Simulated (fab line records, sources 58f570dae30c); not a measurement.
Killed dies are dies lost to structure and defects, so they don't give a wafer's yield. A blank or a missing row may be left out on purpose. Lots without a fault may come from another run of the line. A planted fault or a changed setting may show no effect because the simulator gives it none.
Which tool did it? | flow berkeley_cmos170 | 14 lots, 42 wafers sampled, at 4 steps of a route of 331

WHAT THE GAUGES READ, wafer by wafer
UCB170_V1_THK_MEAS_04. Usual: V1_POLISHED_THK 999.8 nm, standard deviation 1.3.
lot  | measured     | on            | V1_POLISHED_THK (nm) | flag
L362 | day 7 12:35  | film_metro-01 | 1000.7 1000.5 998.4  |
L363 | day 7 13:00  | film_metro-03 | 999.0 997.8 999.3    |
L365 | day 7 19:38  | film_metro-04 | 999.4 1000.5 999.5   |
L366 | day 8 02:49  | film_metro-03 | 997.8 1000.2 998.3   |
L369 | day 8 13:44  | film_metro-04 | 999.0 998.0 1000.1   |
L370 | day 9 06:35  | film_metro-01 | 1001.4 999.0 1000.4  |
L374 | day 9 13:23  | film_metro-04 | 998.1 998.8 999.9    |
L378 | day 10 09:37 | film_metro-04 | 999.7 999.5 999.8    |
L379 | day 10 22:46 | film_metro-04 | 1001.5 999.1 998.2   |
L382 | day 11 07:16 | film_metro-03 | 1000.6 999.2 1000.2  |
L377 | day 11 03:27 | film_metro-01 | 1001.4 1000.7 1001.1 |
L380 | day 11 07:18 | film_metro-01 | 1001.1 999.7 1002.5  |
L384 | day 11 07:52 | film_metro-01 | 999.6 999.8 996.9    |
L383 | day 11 07:35 | film_metro-04 | 999.0 998.1 999.6    |

UCB170_V1_OVL_MEAS_13. Usual: V1_OVL 1 nm, standard deviation 5.
lot  | measured     | on         | V1_OVL (nm) | flag
L362 | day 7 14:19  | overlay-01 | 8 6 6       |
L363 | day 7 14:40  | overlay-01 | 5 -3 7      |
L365 | day 7 21:40  | overlay-02 | 6 10 6      |
L366 | day 8 07:59  | overlay-01 | -3 -11 -9   |
L369 | day 8 15:46  | overlay-02 | -1 0 -3     |
L370 | day 9 09:02  | overlay-01 | 2 5 1       |
L374 | day 9 14:56  | overlay-01 | -2 1 3      |
L378 | day 10 11:34 | overlay-02 | 10 1 0      |
L379 | day 11 00:14 | overlay-02 | 7 0 8       |
L382 | day 11 10:04 | overlay-01 | -4 -2 -6    |
L377 | day 11 10:04 | overlay-02 | -1 4 7      |
L380 | day 11 10:22 | overlay-02 | -1 7 2      |
L384 | day 11 10:52 | overlay-02 | -5 -3 6     |
L383 | day 11 10:40 | overlay-01 | -8 1 -2     |

UCB170_V2_CD_MEAS_12: target cd 700 nm. Usual: cd_nm 699.5 nm, standard deviation 1.2.
lot  | measured     | on        | cd_nm (nm)        | flag
L362 | day 7 20:01  | cd_sem-02 | 699.7 699.9 700.0 |
L363 | day 7 20:43  | cd_sem-02 | 697.8 700.4 700.1 |
L365 | day 8 03:09  | cd_sem-01 | 700.9 700.9 700.4 |
L366 | day 8 13:28  | cd_sem-01 | 700.4 700.0 700.0 |
L369 | day 8 22:20  | cd_sem-02 | 698.4 698.9 699.1 |
L370 | day 9 14:16  | cd_sem-01 | 699.8 699.2 698.8 |
L374 | day 9 20:51  | cd_sem-01 | 701.7 701.9 700.3 |
L378 | day 10 18:57 | cd_sem-02 | 699.2 698.3 697.2 |
L379 | day 11 06:02 | cd_sem-01 | 699.0 696.8 696.5 |
L382 | day 11 16:52 | cd_sem-01 | 701.1 700.6 699.9 |
L377 | day 11 16:47 | cd_sem-01 | 698.3 700.3 699.0 |
L380 | day 11 17:10 | cd_sem-01 | 701.6 699.6 699.8 |
L384 | day 11 17:51 | cd_sem-01 | 699.3 698.7 698.3 |
L383 | day 11 17:43 | cd_sem-02 | 697.6 698.1 698.9 |

WHICH TOOL RAN EACH LOT (tool, then ch and the chambers of the sampled wafers, then the start)
lot  | UCB170_SPACER_CVD_00
L362 | pecvd-02 ch 1,2, day 6 17:19
L363 | pecvd-01 ch 1,2, day 6 18:41
L365 | pecvd-01 ch 1,2, day 6 21:40
L366 | pecvd-02 ch 0,1,2, day 7 07:49
L369 | pecvd-04 ch 0,1, day 7 10:43
L370 | pecvd-01 ch 0,1, day 8 07:32
L374 | pecvd-01 ch 1,2, day 8 11:51
L378 | pecvd-04 ch 0,1,2, day 9 09:22
L379 | pecvd-02 ch 0,1, day 10 03:02
L382 | pecvd-04 ch 0,2, day 10 05:12
L377 | pecvd-02 ch 0,2, day 10 05:29
L380 | pecvd-04 ch 0,1,2, day 10 05:49
L384 | pecvd-02 ch 1,2, day 10 09:02
L383 | pecvd-04 ch 0,1,2, day 10 09:23
- UCB170_SPACER_CVD_00: deposits SiO2 from TEOS/O2, target thk 376 nm, time 47 s.

WHAT THE TOOLS THEMSELVES READ (means of the sampled wafers that have a number; where no wafer has one, the mark that the record gives instead)
UCB170_SPACER_CVD_00. Usual: heater_power_w 247 W, standard deviation 40; susceptor_temp_C 390.00 C, standard deviation 0.22.
lot  | tool     | heater_power_w (W) | susceptor_temp_C (C) | flag
L362 | pecvd-02 | 277                | 389.79               |
L363 | pecvd-01 | 236                | 389.90               |
L365 | pecvd-01 | 259                | 390.03               |
L366 | pecvd-02 | 236                | 390.02               |
L369 | pecvd-04 | 206                | 389.85               |
L370 | pecvd-01 | 261                | 389.98               |
L374 | pecvd-01 | 240                | 390.15               |
L378 | pecvd-04 | 196                | 389.97               |
L379 | pecvd-02 | 242                | 389.88               |
L382 | pecvd-04 | 266                | 390.23               |
L377 | pecvd-02 | 230                | 390.07               |
L380 | pecvd-04 | 222                | 390.18               |
L384 | pecvd-02 | 252                | 390.10               |
L383 | pecvd-04 | 246                | 390.22               |

THE ANSWER, worked out from the rows above alone
Rule: a lot is off if the mean of its wafers that have a number lies more than 3 standard deviations from the usual mean. A lot without any number at a reading at which 4 lots or more have one is off too. The other lots that the step has rows for count as sound. The gauges are gone through in route order, then the tools' own readings, and for those a lot's mean is taken as printed above. The first step at which some lot is off is used, and at that step the reading that is off furthest; a lot without a number counts as furthest.
No lot is off at any reading shown: from this, nothing can be told.

WHAT THE SIMULATOR HAD PUT IN
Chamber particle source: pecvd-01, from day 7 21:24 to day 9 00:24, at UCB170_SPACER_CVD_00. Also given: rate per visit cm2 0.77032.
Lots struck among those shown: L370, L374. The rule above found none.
